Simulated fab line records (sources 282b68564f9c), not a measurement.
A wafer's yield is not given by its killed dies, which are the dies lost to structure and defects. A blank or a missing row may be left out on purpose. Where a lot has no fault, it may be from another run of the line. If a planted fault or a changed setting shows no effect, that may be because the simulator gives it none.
fab line records    flow rit-cmos
[record] lots = 6  wafers = 18  last-day = 8
route steps=202 shown GATE@89 REOX@98 NLDD@103 PLDD@114 SPACER@125 M1@202
lots untouched by any fault: they come from a run of this same line in which no faults occurred
start-h: start of the lot's first displayed wafer, in hours after the record's first day    wait-h: time in hours since the lot's previous step    " as in the row above    L1.1+2: several wafers, shown together as one row    - no value, or no start was given    * or withheld: withheld    < > ~ a bound
route shown NAME@n: names a module that has steps shown in the file, with the first one's number in the route    usual: mean/standard deviation taken from wafers without a fault    same: alike in all rows    chamber/n: place in a boat    sites: each site's reading    _std_site: standard deviation across them    _edge_site: the outer-site mean with the inner-site mean subtracted    radius-mm: how far each site lies from the wafer's centre    mask NAME#n: copy n    behind: the tool/chamber that last shaped the wafer    hold: cause of the lot's hold/its duration in hours/its outcome    device: transistor that didn't switch, given as n, p or np    end of line: tests of these same wafers at the route's end    a step given without rows: its recipe and nothing more    killed: not the wafer's yield, but the dies lost to structure and defects at the first sort    map: dies across one wafer; x = killed, . = not, _ = none there
set.NAME: setting as actually run; set.NAME@STEP: the setting as run at that earlier step    model.NAME: the simulator's own value behind a step, which no gauge read
lots at selected steps of the route; one table per step, one row per wafer
services: when a tool's chamber went out of use (start-h, in hours from the record's first day, below 0 if earlier), for how many hours, and the reason
[[steps]]
[step RIT_GATE_EXPOSE_13]
[recipe] mask-id = M6  na = 0.6  source-shape = conventional  sigma-outer = 0.6  target-cd-nm = 150  dose-mj = 380
[step RIT_GATE_PEB_14]
[recipe] resist = NOVOLAK  temp-c = withheld  time-s = withheld
[step RIT_GATE_DEVELOP_15]
[recipe] resist = NOVOLAK  develop-time-s = 50  dev-temp-c = 23
[step RIT_GATE_CD_MEAS_16]
[recipe] target-cd-nm = 150
[usual] cd-nm = 149.3/2.3
lot.wafer  tool       chamber  start-h  wait-h  cd-nm
L287.1     cd-sem-02  -        80.69    -       153.6
L287.4     "          -        "        "       149.7
L287.6     "          -        "        "       151.6
L288.2     cd-sem-01  -        82.09    -       148.1
L288.5     "          -        "        "       150.9
L288.6     "          -        "        "       148.5
L294.1     cd-sem-02  -        105.53   -       150.2
L294.3     "          -        "        "       150.7
L294.6     "          -        "        "       150.0
L296.2     cd-sem-01  -        114.50   -       151.3
L296.3     "          -        "        "       152.4
L296.4     "          -        "        "       151.9
L303.1     cd-sem-01  -        154.81   -       145.9
L303.2     "          -        "        "       147.9
L303.6     "          -        "        "       147.8
L304.1     cd-sem-01  -        157.33   -       147.4
L304.3     "          -        "        "       148.7
L304.4     "          -        "        "       148.2
[step RIT_GATE_OVL_MEAS_17]
[usual] GATE_OVL = 0.6/1.3
lot.wafer  tool        chamber  start-h  wait-h  GATE_OVL[nm]
L287.1     overlay-02  -        80.81    0.1     1.1
L287.4     "           -        "        "       1.7
L287.6     "           -        "        "       1.6
L288.2     overlay-01  -        82.20    0.1     1.4
L288.5     "           -        "        "       1.9
L288.6     "           -        "        "       2.0
L294.1     overlay-02  -        105.65   0.1     1.0
L294.3     "           -        "        "       -0.4
L294.6     "           -        "        "       0.3
L296.2     overlay-01  -        114.60   0.1     -0.6
L296.3     "           -        "        "       -1.1
L296.4     "           -        "        "       -0.5
L303.1     overlay-01  -        154.93   0.1     1.5
L303.2     "           -        "        "       2.2
L303.6     "           -        "        "       1.6
L304.1     overlay-01  -        157.45   0.1     0.1
L304.3     "           -        "        "       -0.4
L304.4     "           -        "        "       -0.2
[step RIT_GATE_HARDBAKE_18]
[recipe] resist = NOVOLAK  temp-c = 140  time-s = 60
[step RIT_GATE_ETCH_19]
[recipe] chemistry = SF6/CHF3/O2  time-s = 165  SF6_flow_sccm = 30  CHF3_flow_sccm = 30  O2_flow_sccm = 5  target = poly-Si  pressure-mtorr = 40  rf-w = 160  target-depth-a = 3125  over-etch-frac = 0.25  stop-on = SiO2
[usual] drypump-motor-current-A = 5.4/0.58  oes-product-au = 0.836/0.011  throttle-valve-pct = 10.17/0.13
lot.wafer  tool       chamber  start-h  wait-h  drypump-motor-current-A  oes-product-au  rf-hours-counter-h  throttle-valve-pct
L287.1     rie-si-01  2        81.00    0.1     4.8                      0.839           1                   10.26
L287.4     "          1        "        "       4.9                      0.839           27                  9.99
L287.6     "          2        "        "       4.8                      0.842           -                   10.26
L288.2     rie-si-02  2        82.38    0.1     6.4                      0.835           135                 10.23
L288.5     "          1        "        "       5.2                      0.832           -                   10.05
L288.6     "          2        "        "       6.4                      0.841           -                   10.24
L294.1     rie-si-02  2        105.83   0.1     6.3                      0.832           135                 10.24
L294.3     "          0        "        "       5.0                      0.829           56                  10.27
L294.6     "          1        "        "       5.3                      0.836           -                   10.06
L296.2     rie-si-02  0        114.78   0.1     5.0                      0.839           56                  10.25
L296.3     "          1        "        "       5.3                      0.838           125                 10.07
L296.4     "          3        "        "       5.4                      0.846           0                   10.48
L303.1     rie-si-01  1        155.11   0.1     4.9                      0.818           28                  10.01
L303.2     "          2        "        "       4.8                      0.818           2                   10.26
L303.6     "          2        "        "       4.8                      0.838           -                   10.25
L304.1     rie-si-02  1        157.69   0.1     5.3                      0.831           126                 10.04
L304.3     "          3        "        "       5.4                      0.852           0                   10.47
L304.4     "          0        "        "       5.1                      0.842           56                  10.23
[step RIT_GATE_STRIP_20]
[recipe] chemistry = O2  time-s = 180  resist = NOVOLAK  platen-temp-c = withheld  power-w = 500  pressure-mtorr = 4000  o2-flow-sccm = 3935
[usual] drypump-motor-current-A = 5.8/0.34
lot.wafer  tool             chamber  start-h  wait-h  drypump-motor-current-A  rf-hours-counter-h
L287.1     plasma-asher-03  1        81.11    0.1     5.5                      30
L287.4     "                0        "        "       5.5                      -
L287.6     "                1        "        "       5.5                      -
L288.2     plasma-asher-03  0        82.48    0.1     5.5                      30
L288.5     "                0        "        "       5.6                      -
L288.6     "                1        "        "       5.4                      -
L294.1     plasma-asher-04  1        105.94   0.1     5.8                      48
L294.3     "                0        "        "       6.0                      -
L294.6     "                0        "        "       6.0                      -
L296.2     plasma-asher-04  0        114.89   0.1     6.0                      49
L296.3     "                1        "        "       5.8                      -
L296.4     "                0        "        "       6.0                      -
L303.1     plasma-asher-04  0        155.22   0.1     6.0                      53
L303.2     "                1        "        "       5.8                      53
L303.6     "                1        "        "       5.8                      -
L304.1     plasma-asher-04  0        157.79   0.1     6.0                      53
L304.3     "                1        "        "       5.8                      -
L304.4     "                0        "        "       6.0                      -
[step RIT_GATE_CD_MEAS_90]
[recipe] target-cd-nm = 150
[usual] cd-nm = 149.3/2.2
lot.wafer  tool       chamber  start-h  wait-h  cd-nm
L287.1     cd-sem-02  -        81.28    0.1     153.8
L287.4     "          -        "        "       149.7
L287.6     "          -        "        "       151.1
L288.2     cd-sem-01  -        82.68    0.1     148.1
L288.5     "          -        "        "       150.7
L288.6     "          -        "        "       148.8
L294.1     cd-sem-02  -        106.12   0.1     149.8
L294.3     "          -        "        "       150.4
L294.6     "          -        "        "       149.7
L296.2     cd-sem-01  -        115.09   0.1     150.9
L296.3     "          -        "        "       152.2
L296.4     "          -        "        "       151.7
L303.1     cd-sem-02  -        155.40   0.1     146.3
L303.2     "          -        "        "       148.2
L303.6     "          -        "        "       147.7
L304.1     cd-sem-01  -        157.97   0.1     147.6
L304.3     "          -        "        "       148.7
L304.4     "          -        "        "       147.7
[step RIT_REOX_CLEAN_00]
[recipe] chemistry = SC1  mix = 3:3:50  time-s = 600  temp-c = 75
[step RIT_REOX_CLEAN_01]
[recipe] chemistry = dHF  dilution = 50:1  time-s = 30
[step RIT_REOX_CLEAN_02]
[recipe] chemistry = SC2  mix = 3:3:50  time-s = 600  temp-c = 75  dry = n2-spin
[step RIT_REOX_OXIDATION_03]
[recipe] temp-c = 900  ambient = O2  target-thk-a = 252  ox-time-s = 5580
[usual] spike-tc-centre-C = 902.6/2.6  spike-tc-load-C = 927.8/1.6  spike-tc-source-C = 923.8/1.7
lot.wafer  tool        chamber  start-h  wait-h  spike-tc-centre-C  spike-tc-load-C  spike-tc-source-C  model.SiO2_of_REOX_OXIDATION_03.thk-nm
L287.1     furnace-01  0        82.12    0.0     900.2              927.1            923.8              23.81
L287.4     "           0        "        "       900.9              925.2            923.2              23.6
L287.6     "           0        "        "       899.1              926.8            922.5              23.73
L288.2     furnace-03  0        84.33    1.0     905.2              928.7            921.3              24.89
L288.5     "           0        "        "       903.5              927.9            922.7              24.75
L288.6     "           0        "        "       905.7              929.4            921.6              24.38
L294.1     furnace-03  0        107.79   1.2     915.0              940.2            932.9              27.37
L294.3     "           0        "        "       914.5              938.8            931.3              27.86
L294.6     "           0        "        "       916.7              938.4            932.0              27.61
L296.2     furnace-03  0        117.34   1.4     915.1              937.0            933.8              27.67
L296.3     "           0        "        "       915.8              937.8            933.8              27.89
L296.4     "           0        "        "       915.0              939.4            934.1              27.46
L303.1     furnace-01  0        157.05   1.1     899.2              925.9            924.2              25.07
L303.2     "           0        "        "       900.3              926.8            922.4              24.81
L303.6     "           0        "        "       898.5              927.2            924.3              24.84
L304.1     furnace-01  0        160.92   2.4     899.6              927.3            924.7              25.13
L304.3     "           0        "        "       900.1              929.3            923.4              25.5
L304.4     "           0        "        "       898.6              927.5            923.7              25.43
[step RIT_REOX_THK_MEAS_04]
[recipe] reads = SiO2_of_REOX_OXIDATION_03
[usual] REOX_OXIDE_THK = 24.8/0.59
lot.wafer  tool           chamber  start-h  wait-h  REOX_OXIDE_THK[nm]
L287.1     film-metro-02  -        84.67    0.0     23.8
L287.4     "              -        "        "       23.6
L287.6     "              -        "        "       23.7
L288.2     film-metro-02  -        86.89    0.0     24.9
L288.5     "              -        "        "       24.8
L288.6     "              -        "        "       24.4
L294.1     film-metro-02  -        110.34   0.0     27.4
L294.3     "              -        "        "       27.9
L294.6     "              -        "        "       27.6
L296.2     film-metro-02  -        119.90   0.0     27.7
L296.3     "              -        "        "       27.9
L296.4     "              -        "        "       27.5
L303.1     film-metro-03  -        159.60   0.0     25.1
L303.2     "              -        "        "       24.8
L303.6     "              -        "        "       24.8
L304.1     film-metro-02  -        163.47   0.0     25.1
L304.3     "              -        "        "       25.5
L304.4     "              -        "        "       25.5
[step RIT_NLDD_HMDS_00]
[recipe] prime-time-s = 60  prime-temp-c = 140
[step RIT_NLDD_COAT_01]
[recipe] resist = NOVOLAK  spin-rpm = 3250  resist-thk-nm = 1000
[step RIT_NLDD_SOFTBAKE_02]
[recipe] resist = NOVOLAK  temp-c = 90  time-s = 60
[step RIT_NLDD_EXPOSE_03]
[recipe] mask-id = M7  na = 0.57  target-cd-nm = 40700  dose-mj = 250
[step RIT_NLDD_PEB_04]
[recipe] resist = NOVOLAK  temp-c = withheld  time-s = withheld
[step RIT_NLDD_DEVELOP_05]
[recipe] resist = NOVOLAK  develop-time-s = 50  dev-temp-c = 23
[step RIT_NLDD_OVL_MEAS_06]
[usual] NLDD_OVL = 0.0/1.3
lot.wafer  tool        chamber  start-h  wait-h  NLDD_OVL[nm]
L287.1     overlay-02  -        85.58    -       -1.7
L287.4     "           -        "        "       -1.0
L287.6     "           -        "        "       -2.2
L288.2     overlay-01  -        87.92    -       0.5
L288.5     "           -        "        "       -0.3
L288.6     "           -        "        "       0.5
L294.1     overlay-01  -        111.48   -       -1.2
L294.3     "           -        "        "       -1.9
L294.6     "           -        "        "       0.1
L296.2     overlay-02  -        121.09   -       -1.0
L296.3     "           -        "        "       0.4
L296.4     "           -        "        "       -0.1
L303.1     overlay-01  -        160.53   -       -0.8
L303.2     "           -        "        "       0.4
L303.6     "           -        "        "       0.9
L304.1     overlay-01  -        164.38   -       -0.3
L304.3     "           -        "        "       -2.1
L304.4     "           -        "        "       -1.4
[step RIT_NLDD_HARDBAKE_07]
[recipe] resist = NOVOLAK  temp-c = 140  time-s = 60
[step RIT_NLDD_IMPLANT_08]
[recipe] species = P  energy-kev = 20  dose-cm2 = 5e+14  tilt-deg = 7
[step RIT_NLDD_STRIP_09]
[recipe] chemistry = O2  time-s = 180  resist = NOVOLAK  platen-temp-c = withheld  power-w = 500  pressure-mtorr = 3855  o2-flow-sccm = 4000
[usual] drypump-motor-current-A = 5.8/0.34
lot.wafer  tool             chamber  start-h  wait-h  drypump-motor-current-A  rf-hours-counter-h
L287.1     plasma-asher-04  0        85.91    0.1     6.0                      45
L287.4     "                0        "        "       6.0                      -
L287.6     "                0        "        "       6.0                      -
L288.2     plasma-asher-02  1        88.34    0.1     6.6                      44
L288.5     "                1        "        "       6.6                      -
L288.6     "                0        "        "       5.7                      -
L294.1     plasma-asher-02  0        111.82   0.1     5.7                      47
L294.3     "                1        "        "       6.5                      -
L294.6     "                1        "        "       6.6                      -
L296.2     plasma-asher-02  1        121.46   0.1     6.5                      49
L296.3     "                1        "        "       6.5                      -
L296.4     "                0        "        "       5.7                      -
L303.1     plasma-asher-04  1        160.86   0.1     5.8                      54
L303.2     "                0        "        "       6.0                      54
L303.6     "                1        "        "       5.8                      -
L304.1     plasma-asher-04  0        164.71   0.1     6.0                      54
L304.3     "                1        "        "       5.8                      -
L304.4     "                0        "        "       6.0                      -
[step RIT_NLDD_TW_MEAS_10]
[usual] NLDD_TW = 2497/17
lot.wafer  tool           chamber  start-h  wait-h  NLDD_TW
L287.1     film-metro-03  -        86.09    0.1     2513
L287.4     "              -        "        "       2509
L287.6     "              -        "        "       2523
L288.2     film-metro-03  -        88.52    0.1     2514
L288.5     "              -        "        "       2486
L288.6     "              -        "        "       2497
L294.1     film-metro-03  -        111.99   0.1     2475
L294.3     "              -        "        "       2477
L294.6     "              -        "        "       2483
L296.2     film-metro-03  -        121.65   0.1     2500
L296.3     "              -        "        "       2500
L296.4     "              -        "        "       2493
L303.1     film-metro-01  -        161.04   0.1     2533
L303.2     "              -        "        "       2521
L303.6     "              -        "        "       2514
L304.1     film-metro-01  -        164.89   0.1     2509
L304.3     "              -        "        "       2514
L304.4     "              -        "        "       2520
[step RIT_PLDD_HMDS_00]
[recipe] prime-time-s = 60  prime-temp-c = 140
[step RIT_PLDD_COAT_01]
[recipe] resist = NOVOLAK  spin-rpm = 3250  resist-thk-nm = 1000
[step RIT_PLDD_SOFTBAKE_02]
[recipe] resist = NOVOLAK  temp-c = 90  time-s = 60
[step RIT_PLDD_EXPOSE_03]
[recipe] mask-id = M8  na = 0.57  target-cd-nm = 40900  dose-mj = 250
[step RIT_PLDD_PEB_04]
[recipe] resist = NOVOLAK  temp-c = withheld  time-s = withheld
[step RIT_PLDD_DEVELOP_05]
[recipe] resist = NOVOLAK  develop-time-s = 50  dev-temp-c = 23
[step RIT_PLDD_OVL_MEAS_06]
[usual] PLDD_OVL = -0.2/1.6
lot.wafer  tool        chamber  start-h  wait-h  PLDD_OVL[nm]
L287.1     overlay-01  -        87.00    -       -3.4
L287.4     "           -        "        "       -3.2
L287.6     "           -        "        "       -4.2
L288.2     overlay-01  -        89.43    -       0.7
L288.5     "           -        "        "       1.4
L288.6     "           -        "        "       0.9
L294.1     overlay-02  -        112.90   -       -1.0
L294.3     "           -        "        "       -1.7
L294.6     "           -        "        "       -0.7
L296.2     overlay-01  -        122.55   -       1.1
L296.3     "           -        "        "       -1.6
L296.4     "           -        "        "       0.1
L303.1     overlay-01  -        161.95   -       -1.3
L303.2     "           -        "        "       0.2
L303.6     "           -        "        "       0.2
L304.1     overlay-01  -        165.80   -       -0.6
L304.3     "           -        "        "       0.1
L304.4     "           -        "        "       1.8
[step RIT_PLDD_HARDBAKE_07]
[recipe] resist = NOVOLAK  temp-c = 140  time-s = 60
[step RIT_PLDD_IMPLANT_08]
[recipe] species = BF2  energy-kev = 20  dose-cm2 = 9.109e+14  tilt-deg = 7
[step RIT_PLDD_STRIP_09]
[recipe] chemistry = O2  time-s = 180  resist = NOVOLAK  platen-temp-c = withheld  power-w = 500  pressure-mtorr = 4000  o2-flow-sccm = 4000
[usual] drypump-motor-current-A = 6.0/0.37
lot.wafer  tool             chamber  start-h  wait-h  drypump-motor-current-A  rf-hours-counter-h
L287.1     plasma-asher-04  0        87.34    0.1     6.0                      45
L287.4     "                1        "        "       5.8                      -
L287.6     "                0        "        "       6.0                      -
L288.2     plasma-asher-02  1        89.76    0.1     6.5                      44
L288.5     "                1        "        "       6.6                      -
L288.6     "                0        "        "       5.6                      -
L294.1     plasma-asher-02  1        113.24   0.1     6.5                      48
L294.3     "                0        "        "       5.7                      -
L294.6     "                1        "        "       6.5                      -
L296.2     plasma-asher-02  1        122.88   0.1     6.5                      49
L296.3     "                1        "        "       6.5                      -
L296.4     "                0        "        "       5.7                      -
L303.1     plasma-asher-04  1        162.28   0.1     5.8                      54
L303.2     "                0        "        "       6.0                      54
L303.6     "                0        "        "       6.0                      -
L304.1     plasma-asher-04  1        166.13   0.1     5.8                      54
L304.3     "                1        "        "       5.8                      -
L304.4     "                0        "        "       6.0                      -
[step RIT_PLDD_TW_MEAS_10]
[usual] PLDD_TW = 2359/15
lot.wafer  tool           chamber  start-h  wait-h  PLDD_TW
L287.1     film-metro-04  -        87.51    0.1     2347
L287.4     "              -        "        "       2346
L287.6     "              -        "        "       2338
L288.2     film-metro-04  -        89.94    0.1     2356
L288.5     "              -        "        "       2357
L288.6     "              -        "        "       2347
L294.1     film-metro-04  -        113.41   0.1     2336
L294.3     "              -        "        "       2340
L294.6     "              -        "        "       2333
L296.2     film-metro-03  -        123.07   0.1     2363
L296.3     "              -        "        "       2344
L296.4     "              -        "        "       2355
L303.1     film-metro-04  -        162.46   0.1     2348
L303.2     "              -        "        "       2349
L303.6     "              -        "        "       2342
L304.1     film-metro-03  -        166.31   0.1     2345
L304.3     "              -        "        "       2328
L304.4     "              -        "        "       2336
[step RIT_SPACER_CLEAN_00]
[recipe] chemistry = SC1  mix = 3:3:50  time-s = 600  temp-c = 75
[usual] bath-guard-temp-C = 74.9/0.38
lot.wafer  tool          chamber  start-h  wait-h  bath-guard-temp-C  model.SiO2_of_REOX_OXIDATION_03.thk-nm
L287.1     wet-bench-01  0        87.57    0.1     74.7               22.01
L287.4     "             0        "        "       75.0               21.81
L287.6     "             0        "        "       74.8               21.93
L288.2     wet-bench-03  1        89.99    0.0     75.3               22.96
L288.5     "             1        "        "       75.4               22.83
L288.6     "             1        "        "       75.7               22.48
L294.1     wet-bench-02  3        113.47   0.1     74.7               25.25
L294.3     "             3        "        "       74.4               25.71
L294.6     "             3        "        "       74.8               25.48
L296.2     wet-bench-02  2        123.12   0.0     74.5               25.57
L296.3     "             2        "        "       74.7               25.75
L296.4     "             2        "        "       74.8               25.37
L303.1     wet-bench-03  0        162.52   0.1     75.1               23.1
L303.2     "             0        "        "       74.5               22.87
L303.6     "             0        "        "       75.2               22.89
L304.1     wet-bench-02  0        166.37   0.1     75.6               23.21
L304.3     "             0        "        "       75.6               23.53
L304.4     "             0        "        "       75.3               23.47
[step RIT_SPACER_CLEAN_01]
[recipe] chemistry = dHF  dilution = 50:1  time-s = 30
[step RIT_M1_PROBE_99]
[usual] killed-at-contacts = 0.0/0.2  killed-at-front-end = 6.8/3  killed-dies = 6.9/3  killed-open = 3.3/1.9  killed-short = 3.6/1.9
[same] gross-dies = 264  killed_at_M0_to_M3 = 0  killed_at_M4_up = 0  killed-at-back-side = 0  killed-at-other = 0
lot.wafer  tool       chamber  start-h  wait-h  killed-at-contacts  killed-at-front-end  killed-dies  killed-open  killed-short
L287.1     prober-02  -        102.15   0.1     0                   7                    7            6            1
L287.4     prober-02  -        102.30   0.2     0                   7                    7            6            1
L287.6     prober-02  -        102.40   0.2     0                   7                    7            5            2
L288.2     prober-02  -        105.58   0.1     0                   13                   13           7            6
L288.5     prober-02  -        105.73   0.2     0                   10                   10           4            6
L288.6     prober-02  -        105.78   0.2     0                   8                    8            4            4
L296.2     prober-01  -        136.48   0.1     0                   3                    3            1            2
L296.3     prober-01  -        136.53   0.2     0                   9                    9            2            7
L296.4     prober-01  -        136.58   0.2     0                   5                    5            1            4
L303.1     prober-02  -        176.63   0.1     1                   6                    7            3            4
L303.2     prober-02  -        176.68   0.1     0                   5                    5            2            3
L303.6     prober-02  -        176.88   0.2     0                   5                    5            2            3
L304.1     prober-02  -        182.08   0.1     0                   6                    6            2            4
L304.3     prober-02  -        182.18   0.2     0                   7                    7            2            5
L304.4     prober-02  -        182.23   0.2     0                   8                    8            6            2
// killed by level:class
L287.1 SPACER:geometric-particle:open=3 GATE:geometric-particle:open=2 FOX2:geometric-particle:open=1 FOX2:geometric-particle:short=1
L287.4 SILICIDE:geometric-particle:open=3 SPACER:geometric-particle:open=2 FOX1:geometric-particle:open=1 GATE:geometric-particle:short=1
L287.6 GATE:geometric-particle:open=3 FOX1:geometric-particle:open=1 REOX:geometric-particle:short=1 SPACER:geometric-particle:short=1 SPACER:geometric-particle:open=1
L288.2 SILICIDE:geometric-particle:short=4 SILICIDE:geometric-particle:open=3 GATE:geometric-particle:open=2 GATE:geometric-particle:short=2 FOX2:geometric-particle:open=1 REOX:geometric-particle:open=1
L288.5 SILICIDE:geometric-particle:short=3 REOX:geometric-particle:short=2 SILICIDE:geometric-particle:open=2 FOX2:geometric-particle:open=1 REOX:geometric-particle:open=1 SPACER:geometric-particle:short=1
L288.6 FOX1:geometric-particle:short=2 FOX1:geometric-particle:open=2 GATE:geometric-particle:open=1 REOX:geometric-particle:short=1 SILICIDE:geometric-particle:open=1 SILICIDE:geometric-particle:short=1
L296.2 FOX1:geometric-particle:short=1 REOX:geometric-particle:short=1 REOX:geometric-particle:open=1
L296.3 FOX2:geometric-particle:short=4 GATE:geometric-particle:short=3 GATE:geometric-particle:open=2
L296.4 FOX1:geometric-particle:short=1 FOX2:geometric-particle:short=1 GATE:geometric-particle:open=1 REOX:geometric-particle:short=1 SPACER:geometric-particle:short=1
L303.1 GATE:geometric-particle:open=2 FOX2:geometric-particle:short=1 GATE:geometric-particle:short=1 SPACER:geometric-particle:short=1 SILICIDE:geometric-particle:open=1 CONTACT:geometric-particle:short=1
L303.2 FOX1:geometric-particle:short=2 FOX1:geometric-particle:open=2 GATE:geometric-particle:short=1
L303.6 FOX1:geometric-particle:open=1 FOX1:geometric-particle:short=1 REOX:geometric-particle:short=1 REOX:geometric-particle:open=1 SPACER:geometric-particle:short=1
L304.1 GATE:geometric-particle:short=2 FOX1:geometric-particle:open=1 FOX1:geometric-particle:short=1 REOX:geometric-particle:short=1 SILICIDE:geometric-particle:open=1
L304.3 GATE:geometric-particle:short=3 GATE:geometric-particle:open=2 SILICIDE:geometric-particle:short=2
L304.4 GATE:geometric-particle:open=2 SILICIDE:geometric-particle:open=2 REOX:geometric-particle:open=1 REOX:geometric-particle:short=1 SPACER:geometric-particle:open=1 SILICIDE:geometric-particle:short=1
[[services]]
tool             chamber  start-h  hours  kind
rie-si-02        3        59.46    3.8    repair
rie-si-02        3        74.93    -      clean
rie-si-02        3        74.93    17.9   scheduled-down
rie-si-02        3        74.93    17.9   vent-cycle
furnace-03       -        112.27   1.0    pm
plasma-asher-02  -        142.05   0.5    repair
rie-si-02        2        163.51   7.0    repair
rie-si-02        -        163.70   1.2    repair
[[key]]
[first-sign] step = RIT_REOX_OXIDATION_03  reading = spike-tc-load-C  direction = up  sigmas = 6.9  usual = 927.8  struck = 938.6
[effect] step = RIT_REOX_OXIDATION_03  reading = spike-tc-source-C  direction = up  sigmas = 5.5  usual = 923.8  struck = 933.0
[effect] step = RIT_REOX_THK_MEAS_04  reading = REOX_OXIDE_THK  direction = up  sigmas = 4.9  usual = 24.8  struck = 27.7
[model-effect] step = RIT_REOX_OXIDATION_03  value = SiO2_of_REOX_OXIDATION_03.thk-nm  without = 24.95  struck = 27.64
[model-effect] step = RIT_SPACER_CLEAN_00  value = SiO2_of_REOX_OXIDATION_03.thk-nm  without = 23.04  struck = 25.52
met-at RIT_REOX_OXIDATION_03
struck-wafers L294.1,L294.3,L294.6,L296.2,L296.3,L296.4
tester-left-out L294,L296
onset-between 84.33 107.79
[fault] kind = process-parameter-drift  tool = furnace-03  chamber = -  onset-h = 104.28  steps = RIT_REOX_OXIDATION_03  channel = temp-c  offset = *  shape = step  end-h = 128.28  acts-in = *  stated = *
// tester-left-out: of these lots the tester's yield and bins aren't shown, on N5 and GAA mostly nor the transistor test; their killed dies are dies lost to structure and defects alone, not to doping, threshold or leakage, so they don't give the yield
